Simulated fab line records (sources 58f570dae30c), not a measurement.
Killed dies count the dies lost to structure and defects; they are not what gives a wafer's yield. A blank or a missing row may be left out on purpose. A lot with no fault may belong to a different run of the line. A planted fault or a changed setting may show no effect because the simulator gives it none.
A lot that was struck, set against a sound lot	flow berkeley-cmos170	14 steps out of a route of 331
Sound: wafers L768.1, L768.2, L768.6. Struck: wafers L777.1, L777.3, L777.4. At the end, the cause is stated.
Order at every step that has rows: each side's tool, ch and its chambers, its first start. Under that, the readings that differ: sound wafers	struck wafers	difference of the means	sigmas: that difference in standard deviations of wafers without a fault.
alike: readings with means less than 2 such deviations apart, plus words and numbers identical on both sides. not compared: withheld readings, readings lacking a value on some wafer, bounds such as >300 that could conceal the same value, and numbers that have no deviation in the record and whose values overlap.
A row with sigmas, a row that says differs or no value, or rows on one side alone: a step with any of these is where the two part. When numbers do not overlap yet have no deviation, they are printed without sigmas and do not part them. Lack of a reading on every wafer of one side parts them only where that side has two or more wafers.

first, 2 steps without rows for these wafers: UCB170_NLDD_IMPLANT_08; UCB170_NLDD_IMPLANT_09.
UCB170_NLDD_STRIP_10: strips in O2.
  sound on plasma-asher-01 ch 0,1, day 7 08:08; struck on plasma-asher-03 ch 0,1, day 9 19:13
  alike: drypump-motor-current-A, oes-product-au, strip-time-to-endpoint-s
  not compared: rf-hours-counter-h
UCB170_NLDD_TW_MEAS_11:
  sound: film-metro-01 at day 7 08:14; struck: film-metro-01 at day 9 19:19
  alike: NLDD_TW
then, 1 step without rows for these wafers: UCB170_NLDD_CLEAN_12 (cleans in SPM, time 600 s).
UCB170_SPACER_CVD_00: deposits SiO2 from TEOS/O2, target thk 376 nm, time 47 s.
  sound on pecvd-04 ch 0,1,2, day 7 08:28; struck on pecvd-03 ch 1,2, day 9 19:32
  alike: heater-power-w, rf-fwd-power-W
UCB170_SPACER_THK_MEAS_01:
  sound: film-metro-03 at day 7 08:31; struck: film-metro-03 at day 9 19:37
  alike: SPACER_TEOS_THK
then, 1 step without rows for these wafers: UCB170_SPACER_ANNEAL_02 (time 1800 s).
UCB170_SPACER_ETCHBACK_03: etches SiO2 in CHF3/CF4/Ar, stops on Si, target depth 376 nm, time 100 s.
  sound on rie-diel-03 ch 0,3, day 7 11:38; struck on rie-diel-01 ch 1,2,3, day 10 00:24
  alike: cf4-flow-sccm, drypump-motor-current-A, oes-product-au, rf-fwd-power-W, throttle-valve-pct
  not compared: rf-hours-counter-h
then, 3 steps without rows for these wafers: UCB170_PSD_HMDS_00 (prime time 60 s); UCB170_PSD_COAT_01 (resist thk 900 nm); UCB170_PSD_SOFTBAKE_02 (time 60 s).
UCB170_PSD_EXPOSE_03: exposes mask PSELECT MOD, target cd 1200 nm.
  struck on krf-scanner-01, day 10 00:55; sound on krf-scanner-02 ch 0, day 7 12:29
  no value came back on the struck wafers for exposure-dose-mJ-cm2, focus-offset-nm (nm); on the sound wafers exposure-dose-mJ-cm2 reads 29.949 29.976 30.006
  alike: mask
next, for these wafers, 1 step has no rows: UCB170_PSD_PEB_04.

WHERE THEY PART
Within this record, at UCB170_PSD_EXPOSE_03 only.

WHY: what had been put in by the simulator
Beginning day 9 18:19, the whole step at UCB170_PSD_EXPOSE_03 was skipped on krf-scanner-01. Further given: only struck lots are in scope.
